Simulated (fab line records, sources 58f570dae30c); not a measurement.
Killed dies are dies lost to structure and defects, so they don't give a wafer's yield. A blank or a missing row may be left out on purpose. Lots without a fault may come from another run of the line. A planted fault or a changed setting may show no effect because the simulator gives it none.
Problem report in the 8D (eight disciplines) form, filled by code | flow berkeley_cmos170 | the parts of the form that need people (team, actions taken, sign-off) are left out

1. THE PROBLEM
M2_AL_RS at UCB170_M2_RS_MEAS_02 reads a mean of 0.0279 ohm/sq on 2 wafers of 2 lots; wafers without a fault read 0.0322 ohm/sq with a standard deviation of 0.00041. That is -10 standard deviations from the usual mean.
The step: measures by four-point-probe.
First seen on wafer L812.2, day 11 11:16, on film_metro-04. The record holds 38 wafers of 13 lots with a number at this step. Rule for "out", or "out of limits": more than 4 standard deviations from the usual mean. The other wafers with a number count as sound.

2. WHAT IT IS AND WHAT IT IS NOT
question                    | is                           | is not
which readings at this step | M2_AL_RS                     | -
which lots                  | L811, L812                   | L793, L797, L799, L800, L801, L802, L803, L806, L813, L815, L816
which wafers of those lots  | L811.1, L812.2               | L811.6, L812.1, L812.4
read on which gauges        | film_metro-02, film_metro-04 | film_metro-01
when                        | from day 11 11:16            | up to then (29 sound wafers); but 7 sound wafers of L811, L813, L816 came after

3. SUSPECTS, AND WHAT RULES EACH OUT
Counting: a tool at a process step up to the reading stays a suspect if it ran every lot that is out. Sound lots after the first of them don't rule it out here, since some wafers of a struck lot are sound.
- the gauge at UCB170_M2_RS_MEAS_02: ruled out. The wafers that are out were read on 2 gauges (film_metro-02, film_metro-04).
- rie_diel-02 at UCB170_CONTACT_ETCH_17 (etches BARC in N2/H2): kept. It ran every lot that is out, first L812 (day 11 00:25); its last sound lot up to then is L801 (day 8 18:44).
- rie_diel-02 at UCB170_CONTACT_ETCH_18 (etches PSG in CHF3/CF4/Ar, stops on TiSi2, target depth 840 nm, time 195 s): kept. It ran every lot that is out, first L812 (day 11 10:53); its last sound lot up to then is L801 (day 9 05:32). UCB170_CONTACT_ETCH_18 gives no start for some lots, so the hours and the order of its lots are those of UCB170_V1_STRIP_15.
- pvd_sputter-01 at UCB170_M2_SPUTTER_01 (material Al, target thk 900 nm, time 120 s): kept. It ran every lot that is out, first L812 (day 11 11:11); its last sound lot up to then is L806 (day 9 23:46). Its own readings are out on those wafers: cathode_dc_power_W.
Left after counting: rie_diel-02 at UCB170_CONTACT_ETCH_17, rie_diel-02 at UCB170_CONTACT_ETCH_18, pvd_sputter-01 at UCB170_M2_SPUTTER_01.

4. THE CAUSE (what the simulator had put in)
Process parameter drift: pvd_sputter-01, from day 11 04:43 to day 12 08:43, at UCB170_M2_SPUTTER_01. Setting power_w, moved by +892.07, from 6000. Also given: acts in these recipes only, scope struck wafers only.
Counting left 3 suspects, and this tool is among them.

5. THE CHAIN OF EFFECTS, in route order
Each row: a reading whose mean over the struck wafers that have a number lies more than 3 standard deviations from the usual. Only readings for which the record gives a usual standard deviation are gone through. hours: the time from each lot's start at the first step in this table that gives one to its start at this step, as a median over the lots. sigmas: the change in usual standard deviations.
hours | step                    | reading            | usual         | on struck wafers | change  | sigmas
0     | UCB170_M2_SPUTTER_01    | cathode_dc_power_W | 6000.2 W      | 6893.4           | +893.2  | +99 or more
0     | UCB170_M2_RS_MEAS_02    | M2_AL_RS           | 0.0322 ohm/sq | 0.0279           | -0.0043 | -10
2     | UCB170_M2_THK_MEAS_03   | M2_AL_THK          | 889 nm        | 1020             | +130    | +11
11    | UCB170_M2_METAL_ETCH_18 | oes_product_au     | 0.848 a.u.    | 0.927            | +0.079  | +4.9
The process steps in it:
- UCB170_M2_SPUTTER_01: material Al, target thk 900 nm, time 120 s.
- UCB170_M2_METAL_ETCH_18: etches Al in Cl2/BCl3, stops on SiO2, target depth 1170 nm, time 195 s.

6. WHAT WOULD HAVE CAUGHT IT SOONER
In this record the first reading out of limits at a measuring or inspecting step was taken at day 11 11:16, 7 hours after the fault began at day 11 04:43.
The tool's own readings at UCB170_M2_SPUTTER_01 were out on every struck wafer that the step has a row for (cathode_dc_power_W): an alarm limit on them would have fired on the first of those.
Of the lots that are out (2), L811 began UCB170_M2_SPUTTER_01 on pvd_sputter-01 after day 11 11:16. A hold on the tool at that time would have spared it.
